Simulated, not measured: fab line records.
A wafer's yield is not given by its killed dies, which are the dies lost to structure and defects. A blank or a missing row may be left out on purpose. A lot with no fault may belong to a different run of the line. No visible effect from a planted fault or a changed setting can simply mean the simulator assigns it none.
Split-lot experiment :: flow berkeley cmos170 :: on a route of 331 steps: 5 lots, 23 wafers read

## SPLIT DETAILS
At UCB170_NSD_IMPLANT_08, the setting energy kev was moved away from the recipe's 40 on 11 of the 23 wafers read, by -4.0% to +3.5%. For the rest of the wafers, this setting stayed at what the recipe calls for.

## FROM THE SPLIT TO THE READING: what the file shows between them, 6 steps
- UCB170_NSD_STRIP_09: strips in O2
- UCB170_BACKSIDE_STRIP_03: strips in O2 (also split here: power w)
- UCB170_BACKSIDE_CLEAN_04: cleans in SPM, time 600 s
- UCB170_SDANNEAL_RTA_00: time 10 s
- UCB170_SDANNEAL_RTA_01: time 5 s
- UCB170_SDANNEAL_RS_MEAS_02: measures by four-point-probe

## THE READING
NSD_RS in ohm/sq, measured at UCB170_SDANNEAL_RS_MEAS_03 by four-point-probe. A value of 37.32 ohm/sq with a standard deviation of 0.13 ohm/sq is what fault-free wafers of this fab line usually give.

wafer: L078.1
tool, chamber at the split: implanter-02, 0
energy kev as run: 40
against the recipe: recipe
NSD_RS, ohm/sq: 37.53
against lot-mates on the recipe: -

wafer: L078.2
tool, chamber at the split: implanter-02, 0
energy kev as run: 41.41
against the recipe: +3.5%
NSD_RS, ohm/sq: 37.19
against lot-mates on the recipe: -0.36

wafer: L078.3
tool, chamber at the split: implanter-02, 0
energy kev as run: 41.41
against the recipe: +3.5%
NSD_RS, ohm/sq: 37.22
against lot-mates on the recipe: -0.33

wafer: L078.4
tool, chamber at the split: implanter-02, 0
energy kev as run: 40
against the recipe: recipe
NSD_RS, ohm/sq: 37.56
against lot-mates on the recipe: -

wafer: L078.6
tool, chamber at the split: implanter-02, 0
energy kev as run: 41.41
against the recipe: +3.5%
NSD_RS, ohm/sq: 37.10
against lot-mates on the recipe: -0.45

wafer: L079.2
tool, chamber at the split: implanter-04, 0
energy kev as run: 40
against the recipe: recipe
NSD_RS, ohm/sq: 37.32
against lot-mates on the recipe: -

wafer: L079.3
tool, chamber at the split: implanter-04, 0
energy kev as run: 40
against the recipe: recipe
NSD_RS, ohm/sq: 37.42
against lot-mates on the recipe: -

wafer: L079.6
tool, chamber at the split: implanter-04, 0
energy kev as run: 40
against the recipe: recipe
NSD_RS, ohm/sq: 37.35
against lot-mates on the recipe: -

wafer: L081.1
tool, chamber at the split: implanter-02, 0
energy kev as run: 40
against the recipe: recipe
NSD_RS, ohm/sq: 37.37
against lot-mates on the recipe: -

wafer: L081.2
tool, chamber at the split: implanter-02, 0
energy kev as run: 38.38
against the recipe: -4.0%
NSD_RS, ohm/sq: 38.01
against lot-mates on the recipe: +0.57

wafer: L081.3
tool, chamber at the split: implanter-02, 0
energy kev as run: 38.38
against the recipe: -4.0%
NSD_RS, ohm/sq: 38.00
against lot-mates on the recipe: +0.56

wafer: L081.5
tool, chamber at the split: implanter-02, 0
energy kev as run: 40
against the recipe: recipe
NSD_RS, ohm/sq: 37.43
against lot-mates on the recipe: -

wafer: L081.6
tool, chamber at the split: implanter-02, 0
energy kev as run: 40
against the recipe: recipe
NSD_RS, ohm/sq: 37.52
against lot-mates on the recipe: -

wafer: L084.1
tool, chamber at the split: implanter-02, 0
energy kev as run: 41.16
against the recipe: +2.9%
NSD_RS, ohm/sq: 37.00
against lot-mates on the recipe: -0.30

wafer: L084.2
tool, chamber at the split: implanter-02, 0
energy kev as run: 41.16
against the recipe: +2.9%
NSD_RS, ohm/sq: 36.97
against lot-mates on the recipe: -0.33

wafer: L084.4
tool, chamber at the split: implanter-02, 0
energy kev as run: 40
against the recipe: recipe
NSD_RS, ohm/sq: 37.41
against lot-mates on the recipe: -

wafer: L084.5
tool, chamber at the split: implanter-02, 0
energy kev as run: 41.16
against the recipe: +2.9%
NSD_RS, ohm/sq: 36.96
against lot-mates on the recipe: -0.34

wafer: L084.6
tool, chamber at the split: implanter-02, 0
energy kev as run: 40
against the recipe: recipe
NSD_RS, ohm/sq: 37.19
against lot-mates on the recipe: -

wafer: L085.1
tool, chamber at the split: implanter-02, 0
energy kev as run: 40
against the recipe: recipe
NSD_RS, ohm/sq: 37.10
against lot-mates on the recipe: -

wafer: L085.2
tool, chamber at the split: implanter-02, 0
energy kev as run: 40
against the recipe: recipe
NSD_RS, ohm/sq: 37.20
against lot-mates on the recipe: -

wafer: L085.3
tool, chamber at the split: implanter-02, 0
energy kev as run: 38.45
against the recipe: -3.9%
NSD_RS, ohm/sq: 37.67
against lot-mates on the recipe: +0.52

wafer: L085.4
tool, chamber at the split: implanter-02, 0
energy kev as run: 38.45
against the recipe: -3.9%
NSD_RS, ohm/sq: 37.64
against lot-mates on the recipe: +0.49

wafer: L085.6
tool, chamber at the split: implanter-02, 0
energy kev as run: 38.45
against the recipe: -3.9%
NSD_RS, ohm/sq: 37.65
against lot-mates on the recipe: +0.50

FIT RESULTS
A straight line over all 23 wafers: NSD_RS changes by -0.0995 ohm/sq for each +1% of energy kev; r = -0.86; the points scatter about the line by 0.15 ohm/sq.
The same after taking each lot's own level away (the mean of its wafers on the recipe; 23 wafers): -0.123 ohm/sq for each +1%; r = -0.98; scatter 0.058 ohm/sq.
According to that fit, moving energy kev by its largest amount changes the reading by 0.5 ohm/sq.
From 37.150 to 37.545 ohm/sq: that is the span of the lots' own levels, equal to 3.0 times the standard deviation above.
In other words, the slope is changed by the lot-to-lot level; the two fits disagree.
Check: +0.508 ohm/sq against its lot-mates is what the line predicts for one of the wafers moved furthest among these (-4.0%) when that wafer is left out of the fit. It came out at +0.57 ohm/sq against them.

## OTHER SPLITS APPLIED TO THESE WAFERS
These wafers also went through other splits before the reading. Each is held against what the fit with the lots' levels taken away leaves over:
other split on the same wafers: UCB170_PSD_IMPLANT_08 dose cm2
wafers away from the commonest value: 7
r with NSD_RS (lot level and that fit taken away): -0.20

other split on the same wafers: UCB170_BACKSIDE_STRIP_03 power w
wafers away from the commonest value: 10
r with NSD_RS (lot level and that fit taken away): -0.11

## THE WHOLE CHAIN: every reading that the file lists as answering this split, in the file's order
step: UCB170_NSD_IMPLANT_08
what it does: 
reading: implant.rp nm (the simulator's own value, which no gauge read)
change (the file's fit): +0.468 nm for each +1% of the setting
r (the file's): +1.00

step: UCB170_NSD_IMPLANT_08
what it does: 
reading: implant.drp nm (the simulator's own value, which no gauge read)
change (the file's fit): +0.18 nm for each +1% of the setting
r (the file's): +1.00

step: UCB170_NSD_STRIP_09
what it does: strips in O2
reading: strip time to endpoint s
change (the file's fit): withheld for each +1% of the setting
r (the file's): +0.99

step: UCB170_SDANNEAL_RS_MEAS_03
what it does: measures by four-point-probe
reading: NSD_RS
change (the file's fit): -0.125 for each +1% of the setting
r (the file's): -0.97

## FILE'S OWN FIT
NSD_RS changes by -0.125 ohm/sq for each +1% of energy kev, r = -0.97.
